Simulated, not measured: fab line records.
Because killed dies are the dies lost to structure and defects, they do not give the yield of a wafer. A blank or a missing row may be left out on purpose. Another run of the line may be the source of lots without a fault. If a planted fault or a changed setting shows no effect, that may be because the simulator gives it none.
Which tool did it? / flow berkeley cmos170 / Sampling: 7 lots, 21 wafers, 2 of 331 route steps

== WHAT THE GAUGES READ, wafer by wafer ==
UCB170_NLDD_TW_MEAS_11.
lot=L885; measured=day 8 05:44; on=film metro-01; NLDD_TW=2224 2220 2225
lot=L888; measured=day 9 00:44; on=film metro-03; NLDD_TW=2213 2219 2215
lot=L887; measured=day 9 01:05; on=film metro-01; NLDD_TW=2227 2231 2226
lot=L892; measured=day 9 05:58; on=film metro-02; NLDD_TW=2136 2137 2137
lot=L899; measured=day 10 20:15; on=film metro-01; NLDD_TW=2215 2219 2209
lot=L901; measured=day 11 06:32; on=film metro-03; NLDD_TW=2227 2233 2245
lot=L905; measured=day 12 05:34; on=film metro-03; NLDD_TW=2240 2242 2234

== TOOL THAT RAN EACH LOT (tool first, then ch and the chambers of the sampled wafers, then the start) ==
lot=L885; UCB170_NLDD_IMPLANT_09=implanter-01 ch 0, day 8 05:31
lot=L888; UCB170_NLDD_IMPLANT_09=implanter-01 ch 0, day 9 00:30
lot=L887; UCB170_NLDD_IMPLANT_09=implanter-01 ch 0, day 9 00:52
lot=L892; UCB170_NLDD_IMPLANT_09=implanter-04 ch 0, day 9 05:43
lot=L899; UCB170_NLDD_IMPLANT_09=implanter-01 ch 0, day 10 20:01
lot=L901; UCB170_NLDD_IMPLANT_09=implanter-02 ch 0, day 11 06:19
lot=L905; UCB170_NLDD_IMPLANT_09=implanter-01 ch 0, day 12 05:20
- UCB170_NLDD_IMPLANT_09

== THE ANSWER, worked out from the rows above alone ==
Rule: the lots themselves supply what counts as usual. The widest of any qualifying gaps counts: lots, ordered by their means at a reading, are off when they make up no more than a third of the lots, leave a main group of 4 or more, and stand apart from it by 3 or more times the standard deviation of that group's means. A main group whose means are all the same, to the digits that the tables above print for the reading, isn't used. Also off: a lot with no number at a reading for which 4 or more lots have one. The other lots that the step has rows for count as sound.
Off: L892, seen at UCB170_NLDD_TW_MEAS_11 (NLDD_TW). The main group has a mean of 2226 with a standard deviation of 9.1.
A tool fits if, at a process step before that reading, it ran every lot that is off, and no sound lot after the first of them. Gauges at UCB170_NLDD_TW_MEAS_11: tried the same way as those tools. 2 tools fit, implanter-04 at UCB170_NLDD_IMPLANT_09 and film metro-02 at UCB170_NLDD_TW_MEAS_11, so this cannot tell which one it is.

== WHAT WAS PUT IN BY THE SIMULATOR ==
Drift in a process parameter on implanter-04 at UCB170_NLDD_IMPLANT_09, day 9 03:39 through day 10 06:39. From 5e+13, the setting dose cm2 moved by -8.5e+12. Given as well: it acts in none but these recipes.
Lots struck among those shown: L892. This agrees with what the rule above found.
